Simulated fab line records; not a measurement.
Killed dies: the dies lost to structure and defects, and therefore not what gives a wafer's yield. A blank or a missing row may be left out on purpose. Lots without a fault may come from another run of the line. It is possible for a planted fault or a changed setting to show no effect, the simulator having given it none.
A single fault, viewed from 2 desks || flow rit_cmos || numbers are kept per desk, each desk with only its own; the story behind them comes last

THE TOOL OWNER'S DESK: rie_diel-02
The tool's own readings at RIT_CONTACT_ETCH_11 (etches SiO2 in CHF3/CF4/Ar, stops on TiSi2, target depth 480 nm, time 320 s): means of the sampled wafers that have a number, for each lot that ran on this tool. Any lot whose mean is over 4 standard deviations away from the usual mean is out of limits and marked OUT; that distance is given in the brackets.
Columns: A = drypump_motor_current_A at RIT_CONTACT_ETCH_11, usual 5.5 A; B = oes_product_au at RIT_CONTACT_ETCH_11, usual 0.990 a.u.; C = throttle_valve_pct at RIT_CONTACT_ETCH_11, usual 8.86 %
{"lot": "L867", "first seen here": "day 3 16:39", "A": 5.6, "B": 0.990, "C": 8.83}
{"lot": "L874", "first seen here": "day 5 01:05", "A": 5.6, "B": 0.989, "C": 8.85}
{"lot": "L884", "first seen here": "day 7 06:25", "A": 5.4, "B": 0.988, "C": 8.89}
{"lot": "L887", "first seen here": "day 7 18:43", "A": 5.4, "B": 0.985, "C": 8.89}
This desk's finding: nothing out of limits on any of the 4 lots.

AT THE METROLOGY DESK
What the gauges read for every lot (on any tool): the sampled wafers with a number, averaged. Any lot whose mean is over 4 standard deviations away from the usual mean is out of limits and marked OUT; that distance is given in the brackets.
Columns: A = CONTACT_TEOS_THK at RIT_CONTACT_THK_MEAS_01, usual 401 nm; B = cd_nm at RIT_CONTACT_CD_MEAS_08, usual 1000.6 nm; C = CONTACT_OVL at RIT_CONTACT_OVL_MEAS_09, usual -0.3 nm
{"lot": "L867", "first seen here": "day 3 15:03", "A": 395, "B": 1003.7, "C": -1.5}
{"lot": "L869", "first seen here": "day 4 03:28", "A": 401, "B": 999.3, "C": 1.1}
{"lot": "L874", "first seen here": "day 4 23:46", "A": 408, "B": 1001.8, "C": -0.5}
{"lot": "L884", "first seen here": "day 7 05:01", "A": 396, "B": 997.7, "C": -2.2}
{"lot": "L885", "first seen here": "day 7 07:56", "A": 402, "B": 998.0, "C": -2.3}
{"lot": "L887", "first seen here": "day 7 17:16", "A": 405, "B": 999.0, "C": -0.8}
This desk's finding: nothing out of limits on any of the 6 lots.

BROUGHT TOGETHER
Nothing out of limits was seen by the tool owner's desk.
The metrology desk saw nothing out of limits.

WHAT THE SIMULATOR PUT IN
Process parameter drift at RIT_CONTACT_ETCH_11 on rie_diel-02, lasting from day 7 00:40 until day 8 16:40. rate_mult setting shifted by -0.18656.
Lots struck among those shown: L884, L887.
